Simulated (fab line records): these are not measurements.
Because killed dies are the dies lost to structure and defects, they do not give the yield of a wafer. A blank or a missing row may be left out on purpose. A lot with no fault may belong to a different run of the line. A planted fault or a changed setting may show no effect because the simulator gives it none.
Problem report in the 8D (eight disciplines) form, filled by code :: flow berkeleyCmos170 :: the parts of the form that need people (team, actions taken, sign-off) are left out

1. WHAT WENT WRONG
At UCB170_GATE_WET_ETCH_00, runLengthS averages 165 s over 6 wafers from 2 lots, while fault-free wafers read 228 s, standard deviation 3.9. That is -16 standard deviations from the usual mean.
The step: etches SiO2 in dHF, time 200 s.
Earliest sighting: wafer L357.2 on wetBench-02 at day 7 10:49. The record has a number at this step for 42 wafers belonging to 14 lots. The rule behind "out" and "out of limits": a value lying over 4 standard deviations away from the usual mean. Any other wafer with a number is counted as sound.

2. WHAT IT IS, AND WHAT IT ISN'T
question: which readings at this step
is: runLengthS
is not: tempC

question: which lots
is: L355, L357
is not: L348, L349, L350, L352, L353, L356, L358, L364, L366, L369, L370, L371

question: which wafers of those lots
is: all that have a number
is not: -

question: read on which tools
is: wetBench-02
is not: wetBench-01, wetBench-04

question: when
is: from day 7 10:49
is not: up to then (15 sound wafers); but 21 sound wafers of L356, L358, L364, L366, L369, L370, L371 came after

3. THE SUSPECTS, EACH WITH WHAT RULES IT OUT
Counting: a tool at any process step up to the reading remains a suspect when it ran all the lots that are out and ran no sound lot after the first of those.
- wetBench-02 at UCB170_GATE_WET_ETCH_00 (etches SiO2 in dHF, time 200 s): kept. All lots that are out passed through it, beginning with L357 at day 7 10:49, and no sound lot followed; its final sound lot before that point was L352 at day 6 11:32. Out on those wafers are its own readings of runLengthS.
Remaining after the count: wetBench-02 at UCB170_GATE_WET_ETCH_00.

4. THE CAUSE (what the simulator had put in)
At UCB170_GATE_WET_ETCH_00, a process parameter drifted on wetBench-02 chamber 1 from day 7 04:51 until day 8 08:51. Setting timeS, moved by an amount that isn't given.
Counting left only this tool.

5. SEQUENCE OF EFFECTS, ordered by route
One row per reading whose mean, taken over the struck wafers that have a number, lies over 3 standard deviations from the usual. Only readings for which the record gives a usual standard deviation are gone through. hours: the time from each lot's start at the first step in this table that gives one to its start at this step, as a median over the lots. sigmas: the change in usual standard deviations.
hours: 0
step: UCB170_GATE_WET_ETCH_00
reading: runLengthS
usual: 228 s
on struck wafers: 165
change: -63
sigmas: -16
Process steps it contains:
- UCB170_GATE_WET_ETCH_00: etches SiO2 in dHF, time 200 s.
Later steps that measure or inspect, where all struck wafers having a row at the step show a number for every such reading and not one has moved that far: UCB170_V2_THK_MEAS_01.

6. WHAT WOULD HAVE CAUGHT IT SOONER
In this record no reading fell out of limits until day 7 10:49, 6 hours after the fault had begun at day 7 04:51.
